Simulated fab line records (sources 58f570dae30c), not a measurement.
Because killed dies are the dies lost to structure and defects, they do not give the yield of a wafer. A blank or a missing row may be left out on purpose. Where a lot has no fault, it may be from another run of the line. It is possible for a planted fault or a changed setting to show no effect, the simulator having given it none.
A lot that was struck, set against a sound lot / flow berkeleyCmos170 / 15 out of 331 route steps
Sound: the wafers L892.1, L892.4, L892.6. Struck: wafers L889.3, L889.4, L889.6. The cause comes at the end.
Each step with rows lists, per side, the tool, then ch with its chambers, then its first start. Under that, the readings that differ: sound wafers / struck wafers / difference of the means / sigmas: that difference in standard deviations of wafers without a fault.
alike: words and numbers the same on both sides, and readings whose means are apart by under 2 such deviations; not compared: readings that were withheld, readings missing a value for some wafer, numbers with overlapping values and no deviation given by the record, and bounds like >300 which may hide the same value.
Wherever a step has rows on one side only, a row that says differs or no value, or a row with sigmas, the two part there. When numbers do not overlap yet have no deviation, they are printed without sigmas and do not part them. A reading that every wafer of one side lacks parts them only if that side has two wafers or more.

first, 1 step without rows for these wafers: UCB170_M2_SOFTBAKE_06 (time 60 s).
UCB170_M2_STRIP_07: strips in O2.
  sound on plasmaAsher-02 ch 0,1, day 9 16:26; struck on plasmaAsher-04 ch 0,1, day 9 13:07
  alike: drypumpMotorCurrentA, oesProductAu, stripTimeToEndpointS
  not compared: rfHoursCounterH
then, 7 steps without rows for these wafers: UCB170_M2_STRIP_08 (strips KrF in DMSO, time 600 s); UCB170_M2_COAT_09; UCB170_M2_COAT_10 (resist thk 900 nm); UCB170_M2_SOFTBAKE_11 (time 60 s); UCB170_M2_EXPOSE_12 (exposes mask METAL2, target cd 700 nm); UCB170_M2_PEB_13; UCB170_M2_DEVELOP_14 (develop time 45 s).
UCB170_M2_CD_MEAS_15: the cd target is 700 nm.
  sound on cdSem-02, day 9 18:14; struck on cdSem-01, day 9 14:29
  alike: cdNm
UCB170_M2_OVL_MEAS_16:
  sound on overlay-01, day 9 18:21; struck on overlay-01, day 9 14:35
  alike: M2_OVL
UCB170_M2_ETCH_17: etches BARC in N2/H2.
  sound on rieDiel-03 ch 0,2,3, day 9 18:23; struck on rieDiel-03 ch 0,2,3, day 9 14:37
  alike: biasW, drypumpMotorCurrentA, oesProductAu, throttleValvePct
UCB170_M2_METAL_ETCH_18: etches Al in Cl2/BCl3, stops on SiO2, target depth 1170 nm, time 195 s.
  sound on rieMetal-03 ch 0,1, day 9 18:26; struck on rieMetal-04 ch 0,1, day 9 14:43
reading=drypumpMotorCurrentA (A); sound=5.6 6.2 6.2; struck=5.0 5.5 5.0; difference=-0.8; sigmas=-2
reading=oesProductAu (a.u.); sound=0.867 0.870 0.871; struck=0.837 0.825 0.844; difference=-0.034; sigmas=-3
reading=overEtchFrac; sound=0.3 0.3 0.3; struck=0.37483 0.37483 0.37483; difference=+0.07483; sigmas=
reading=model.KrF_of_M2_COAT_10.thkNm (nm); sound=183.1 208.6 204.7; struck=142.7 149.1 141.7; difference=-54.3; sigmas=
  alike: biasW, mfcCl2Sccm, throttleValvePct
  not compared: rfHoursCounterH
UCB170_M2_STRIP_19: strips in O2.
  sound on plasmaAsher-01 ch 0, day 9 18:37; struck on plasmaAsher-02 ch 0,1, day 9 14:52
reading=oesProductAu (a.u.); sound=0.509 0.539 0.540; struck=0.473 0.481 0.474; difference=-0.053; sigmas=-3
  alike: drypumpMotorCurrentA
  not compared: rfHoursCounterH
UCB170_M3_PROBE_99:
  the record has rows for the sound wafers here (prober-01, day 10 00:31) and none for the struck ones

WHERE THEY PART
Last at UCB170_M3_PROBE_99 as far as this record goes, first at UCB170_M2_METAL_ETCH_18.

WHY: whatever the simulator had introduced
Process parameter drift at UCB170_M2_METAL_ETCH_18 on rieMetal-04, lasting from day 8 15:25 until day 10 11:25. From 0.3, the setting overEtchFrac moved by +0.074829. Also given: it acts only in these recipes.
